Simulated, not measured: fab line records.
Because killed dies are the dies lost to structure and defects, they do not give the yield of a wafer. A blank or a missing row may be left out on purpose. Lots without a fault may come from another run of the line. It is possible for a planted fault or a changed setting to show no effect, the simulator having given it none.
Split-lot study | flow berkeley cmos170 | 5 lots, 23 wafers read, on a route of 331 steps

## THE SPLIT
At UCB170_GATE_EXPOSE_09 (exposes mask POLY, target cd 350 nm), the setting dose mj was moved away from the recipe's 21 on 6 of the 23 wafers read, by -7.0% to +5.0%. For the rest of the wafers, this setting stayed at what the recipe calls for.

## FROM THE SPLIT TO THE READING: what the file shows between them, 5 steps
- UCB170_GATE_PEB_10
- UCB170_GATE_DEVELOP_11: develop time 45 s
- UCB170_GATE_CD_MEAS_12: target cd 350 nm
- UCB170_GATE_ETCH_15: etches poly-Si in HBr/Cl2, stops on SiO2, time 56.3 s, target depth 278.2 nm (also split here: icp w)
- UCB170_GATE_STRIP_16: strips in O2

## THE READING
Shown in nm: cd nm at UCB170_GATE_CD_MEAS_90, with target cd 350 nm. On this fab line, fault-free wafers typically give 350.0 nm with a standard deviation of 1.5 nm.

wafer  | tool, chamber at the split | dose mj as run | against the recipe | cd nm, nm | against lot-mates on the recipe
L074.1 | krf scanner-01, 0          | 21             | recipe             | 351.6     | -
L074.5 | krf scanner-01, 0          | 21             | recipe             | 351.6     | -
L074.6 | krf scanner-01, 0          | 21             | recipe             | 352.0     | -
L078.1 | krf scanner-02, 0          | 21             | recipe             | 351.0     | -
L078.2 | krf scanner-02, 0          | 21             | recipe             | 349.7     | -
L078.3 | krf scanner-02, 0          | 21             | recipe             | 349.9     | -
L078.4 | krf scanner-02, 0          | 21             | recipe             | 351.5     | -
L078.5 | krf scanner-02, 0          | 21             | recipe             | 350.8     | -
L076.1 | krf scanner-01, 0          | 21             | recipe             | 349.5     | -
L076.2 | krf scanner-01, 0          | 22.04          | +5.0%              | 341.0     | -8.5
L076.3 | krf scanner-01, 0          | 21             | recipe             | 348.9     | -
L076.4 | krf scanner-01, 0          | 21             | recipe             | 350.1     | -
L076.6 | krf scanner-01, 0          | 22.04          | +5.0%              | 340.7     | -8.8
L079.1 | krf scanner-02, 0          | 20.26          | -3.5%              | 358.3     | +6.3
L079.3 | krf scanner-02, 0          | 21             | recipe             | 352.5     | -
L079.4 | krf scanner-02, 0          | 21             | recipe             | 351.2     | -
L079.5 | krf scanner-02, 0          | 20.26          | -3.5%              | 359.4     | +7.4
L079.6 | krf scanner-02, 0          | 21             | recipe             | 352.4     | -
L077.1 | krf scanner-01, 0          | 19.52          | -7.0%              | 361.5     | +11.8
L077.2 | krf scanner-01, 0          | 21             | recipe             | 349.1     | -
L077.3 | krf scanner-01, 0          | 19.52          | -7.0%              | 363.5     | +13.8
L077.4 | krf scanner-01, 0          | 21             | recipe             | 350.2     | -
L077.6 | krf scanner-01, 0          | 21             | recipe             | 349.7     | -

THE FIT
A straight line over all 23 wafers: cd nm changes by -1.86 nm for each +1% of dose mj; r = -0.97; the points scatter about the line by 1.3 nm.
The same after taking each lot's own level away (the mean of its wafers on the recipe; 23 wafers): -1.81 nm for each +1%; r = -0.99; scatter 0.61 nm.
That fit puts the effect of the largest move of dose mj on the reading at 13 nm.
From 349.50 to 352.03 nm: that is the span of the lots' own levels, equal to 1.7 times the standard deviation above.
The two slopes agree, so the slope changes little with the lot-to-lot level.
Check: +13.3 nm against its lot-mates is what the line predicts for one of the wafers moved furthest among these (-7.0%) when that wafer is left out of the fit. It came out at +11.8 nm against them.

## THE OTHER SPLITS THESE WAFERS WENT THROUGH
Other splits were also applied to these wafers ahead of the reading. Each is held against what the fit with the lots' levels taken away leaves over:
other split on the same wafers   | wafers away from the commonest value | r with cd nm (lot level and that fit taken away)
UCB170_PVT_STRIP_08 o2 flow sccm | 10                                   | -0.01
UCB170_GATE_ETCH_15 icp w        | 5                                    | +0.07

## THE WHOLE CHAIN: every reading that the file lists as answering this split, in the file's order
step                   | what it does                                                                 | reading                                                     | change (the file's fit)              | r (the file's)
UCB170_GATE_CD_MEAS_12 | target cd 350 nm                                                             | cd nm                                                       | -1.79 nm for each +1% of the setting | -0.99
UCB170_GATE_ETCH_15    | etches poly-Si in HBr/Cl2, stops on SiO2, time 56.3 s, target depth 278.2 nm | GATE.cd nm (the simulator's own value, which no gauge read) | -1.8 nm for each +1% of the setting  | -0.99
UCB170_GATE_CD_MEAS_90 | target cd 350 nm                                                             | cd nm                                                       | -1.82 nm for each +1% of the setting | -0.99

## FILE'S OWN FIT
cd nm changes by -1.82 nm for each +1% of dose mj, r = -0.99.
